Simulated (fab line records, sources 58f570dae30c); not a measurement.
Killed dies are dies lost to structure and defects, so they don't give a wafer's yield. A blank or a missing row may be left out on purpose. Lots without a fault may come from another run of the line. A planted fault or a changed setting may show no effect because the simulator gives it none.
Which tool did it? | flow berkeley_cmos170 | 6 lots, 18 wafers sampled, at 1 step of a route of 331

WHAT THE GAUGES READ, wafer by wafer
UCB170_CONTACT_OVL_MEAS_16.
lot  | measured     | on         | CONTACT_OVL (nm)
L330 | day 7 18:27  | overlay-01 | 11 10 5
L332 | day 8 03:29  | overlay-02 | 6 8 -3
L334 | day 8 22:50  | overlay-01 | -4 -16 -5
L336 | day 9 01:49  | overlay-01 | -4 -5 1
L342 | day 10 01:09 | overlay-01 | -13 -8 -14
L345 | day 10 16:23 | overlay-01 | -6 -3 -4

WHICH TOOL RAN EACH LOT (tool, then ch and the chambers of the sampled wafers, then the start)
The record holds no process step before these readings.

THE ANSWER, worked out from the rows above alone
Rule: what is usual is taken from the lots themselves. Put in order of their means at a reading, lots are off if they are a third of the lots or fewer, leave a main group of 4 or more, and stand apart from it by a gap of 3 or more times the standard deviation of the main group's means; of several such gaps the widest counts. A main group whose means are all the same, to the digits that the tables above print for the reading, isn't used. A lot without any number at a reading at which 4 lots or more have one is off too. The other lots that the step has rows for count as sound.
No lot is off at any reading shown: from this, nothing can be told.

WHAT THE SIMULATOR HAD PUT IN
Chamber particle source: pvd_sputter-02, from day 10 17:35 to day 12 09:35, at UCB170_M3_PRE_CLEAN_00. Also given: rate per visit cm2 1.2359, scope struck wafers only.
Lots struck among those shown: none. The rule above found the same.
